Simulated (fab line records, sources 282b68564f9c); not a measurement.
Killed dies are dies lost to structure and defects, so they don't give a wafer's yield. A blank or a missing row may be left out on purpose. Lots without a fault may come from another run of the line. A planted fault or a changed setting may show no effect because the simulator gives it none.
Split-lot experiment | flow rit_cmos | 5 lots, 23 wafers read, on a route of 202 steps

THE SPLIT
At RIT_NSD_IMPLANT_08, the setting energy_kev was moved away from the recipe's 25 on 5 of the 23 wafers read, by -5.4% to +4.9%. The other wafers ran this setting at the recipe's value.

The reading is taken at the split's own step.

THE READING
implant.drp_nm (the simulator's own value, which no gauge read), in nm, at RIT_NSD_IMPLANT_08. The file gives no usual value for it.

wafer  | tool, chamber at the split | energy_kev as run | against the recipe | implant.drp_nm, nm | against lot-mates on the recipe
L078.1 | implanter-02, 0            | 25                | recipe             | 14.84              | -
L078.2 | implanter-02, 0            | 25                | recipe             | 14.84              | -
L078.3 | implanter-02, 0            | 25                | recipe             | 14.84              | -
L078.4 | implanter-02, 0            | 25                | recipe             | 14.84              | -
L078.5 | implanter-02, 0            | 25                | recipe             | 14.84              | -
L079.1 | implanter-01, 0            | 25                | recipe             | 14.84              | -
L079.2 | implanter-01, 0            | 25                | recipe             | 14.84              | -
L079.3 | implanter-01, 0            | 25                | recipe             | 14.84              | -
L079.4 | implanter-01, 0            | 25                | recipe             | 14.84              | -
L079.5 | implanter-01, 0            | 25                | recipe             | 14.84              | -
L080.1 | implanter-01, 0            | 25                | recipe             | 14.84              | -
L080.4 | implanter-01, 0            | 25                | recipe             | 14.84              | -
L080.6 | implanter-01, 0            | 25                | recipe             | 14.84              | -
L080.3 | implanter-01, 0            | 26.23             | +4.9%              | 15.27              | +0.43
L080.5 | implanter-01, 0            | 26.23             | +4.9%              | 15.27              | +0.43
L083.1 | implanter-04, 0            | 23.66             | -5.4%              | 14.35              | -0.49
L083.2 | implanter-04, 0            | 23.66             | -5.4%              | 14.35              | -0.49
L083.5 | implanter-04, 0            | 23.66             | -5.4%              | 14.35              | -0.49
L083.3 | implanter-04, 0            | 25                | recipe             | 14.84              | -
L083.4 | implanter-04, 0            | 25                | recipe             | 14.84              | -
L085.1 | implanter-04, 0            | 25                | recipe             | 14.84              | -
L085.5 | implanter-04, 0            | 25                | recipe             | 14.84              | -
L085.6 | implanter-04, 0            | 25                | recipe             | 14.84              | -

THE FIT
A straight line over all 23 wafers: implant.drp_nm changes by +0.0899 nm for each +1% of energy_kev; r = +1.00; the points scatter about the line by 0.0043 nm.
The same after taking each lot's own level away (the mean of its wafers on the recipe; 23 wafers): +0.0899 nm for each +1%; r = +1.00; scatter 0.0043 nm.
On that fit, the largest move of energy_kev shifts the reading by 0.48 nm.
The lots' own levels span 14.840 to 14.840 nm.
So the lot-to-lot level changes the slope little: the two slopes agree.
Check: with one of the wafers moved furthest among these (-5.4%) left out of the fit, the line predicts -0.482 nm for it against its lot-mates. It came out at -0.49 nm against them.

OTHER SPLITS ON THESE WAFERS
These wafers also went through other splits before the reading. Each is held against what the fit with the lots' levels taken away leaves over:
other split on the same wafers     | wafers away from the commonest value | r with implant.drp_nm (lot level and that fit taken away)
RIT_ACTIVE_CVD_03 time_s           | 18                                   | -0.15
RIT_ACTIVE_ETCH_13 rf_w            | 8                                    | -0.03
RIT_ACTIVE_STRIP_14 pressure_mtorr | 18                                   | -0.11
RIT_PWELL_IMPLANT_08 dose_cm2      | 5                                    | +0.04
RIT_NRETRO_IMPLANT_08 energy_kev   | 5                                    | +0.06
RIT_PRETRO_COAT_01 resist_thk_nm   | 7                                    | +0.02
RIT_GATE_OXIDATION_05 temp_c       | 15                                   | -0.31
RIT_GATE_DEVELOP_15 dev_temp_c     | 7                                    | -0.04
RIT_PLDD_IMPLANT_08 energy_kev     | 8                                    | -0.04
RIT_SPACER_CVD_03 pressure_mtorr   | 15                                   | -0.16

THE WHOLE CHAIN: every reading that the file lists as answering this split, in the file's order
step               | what it does | reading                                                         | change (the file's fit)                | r (the file's)
RIT_NSD_IMPLANT_08 |              | implant.rp_nm (the simulator's own value, which no gauge read)  | +0.224 nm for each +1% of the setting  | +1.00
RIT_NSD_IMPLANT_08 |              | implant.drp_nm (the simulator's own value, which no gauge read) | +0.0896 nm for each +1% of the setting | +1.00

THE FILE'S OWN FIT
implant.drp_nm changes by +0.0896 nm for each +1% of energy_kev, r = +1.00.
